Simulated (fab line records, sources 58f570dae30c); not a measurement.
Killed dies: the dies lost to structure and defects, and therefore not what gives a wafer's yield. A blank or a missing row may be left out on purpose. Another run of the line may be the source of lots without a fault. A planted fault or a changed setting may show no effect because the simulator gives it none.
Problem report in the 8D (eight disciplines) form, filled by code -- flow berkeley cmos170 -- the parts of the form that need people (team, actions taken, sign-off) are left out

## 1. WHAT WENT WRONG
Mean GATE_OXIDE_THK at UCB170_GATE_THK_MEAS_02: 7.93 nm over 6 wafers in 2 lots; fault-free wafers: 6.51 nm, standard deviation 0.096. That puts it +15 standard deviations away from the usual mean.
Earliest sighting: wafer L838.1 on film metro-04 at day 8 22:52. At this step, 42 wafers from 14 lots have a number in the record. Rule for "out" (also "out of limits"): further than 4 standard deviations from the usual mean. The other wafers with a number count as sound.

## 2. WHAT IT IS, AND WHAT IT ISN'T
question,is,is not
which readings at this step,GATE_OXIDE_THK,-
which lots,"L837, L838","L830, L832, L833, L834, L835, L836, L840, L842, L849, L850, L851, L852"
which wafers of those lots,all that have a number,-
read on which gauges,"film metro-02, film metro-04",film metro-03
when,from day 8 22:52,"up to then (18 sound wafers); but 18 sound wafers of L840, L842, L849, L850, L851, L852 came after"

## 3. THE SUSPECTS, EACH WITH WHAT RULES IT OUT
Counting: a tool at a process step up to the reading stays a suspect if it ran every lot that is out and no sound lot after the first of them.
- the gauge at UCB170_GATE_THK_MEAS_02: ruled out. 2 gauges (film metro-02, film metro-04) read the wafers that are out.
- furnace-01 at UCB170_GATE_OXIDATION_01 (target thk 6.6 nm, ox time 1800 s): kept. It ran every lot that is out, first L837 (day 8 21:22), and no sound lot after that; its last sound lot up to then is L834 (day 8 01:04). Its own readings are out on those wafers: spike tc centre C, spike tc load C, spike tc source C, tube center temp C, tube_center_temp_C_max.
Remaining after the count: furnace-01 at UCB170_GATE_OXIDATION_01.

## 4. THE CAUSE (what the simulator had put in)
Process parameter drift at UCB170_GATE_OXIDATION_01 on furnace-01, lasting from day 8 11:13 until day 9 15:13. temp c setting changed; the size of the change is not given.
Only this tool survived the counting.

## 5. THE EFFECT CHAIN, in route order
One row per reading whose mean, taken over the struck wafers that have a number, lies over 3 standard deviations from the usual. Readings are gone through only where the record gives a usual standard deviation; hours: the median, over the lots, of the time from a lot's start at the first step in this table giving one to that lot's start at this step; sigmas: the change measured in usual standard deviations.
hours,step,reading,usual,on struck wafers,change,sigmas
0,UCB170_GATE_OXIDATION_01,spike tc centre C,852.1 C,867.5,+15.4,+11
0,UCB170_GATE_OXIDATION_01,spike tc load C,875 C,894,+19,+5.6
0,UCB170_GATE_OXIDATION_01,spike tc source C,871.2 C,889.4,+18.2,+9.6
0,UCB170_GATE_OXIDATION_01,tube center temp C,850.01 C,866.00,+15.99,+99 or more
0,UCB170_GATE_OXIDATION_01,tube_center_temp_C_max,852.2,868.3,+16.1,+41
2,UCB170_GATE_THK_MEAS_02,GATE_OXIDE_THK,6.51 nm,7.93,+1.42,+15
It contains these process steps:
- UCB170_GATE_OXIDATION_01: target thk 6.6 nm, ox time 1800 s.

## 6. WHAT WOULD HAVE CAUGHT IT SOONER
Counted from the fault's start at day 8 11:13, it took 12 hours until the first out-of-limits reading at a measuring or inspecting step in this record, taken at day 8 22:52.
At UCB170_GATE_OXIDATION_01, the tool's own readings (spike tc centre C, spike tc load C, spike tc source C, tube center temp C, tube_center_temp_C_max) were out on each struck wafer the step has a row for, so an alarm limit on them would have fired on the first such wafer.
By day 8 22:52 the whole set of lots that are out, 2 in number, had already begun UCB170_GATE_OXIDATION_01 on furnace-01. Holding the tool at that point would not have protected any of them.
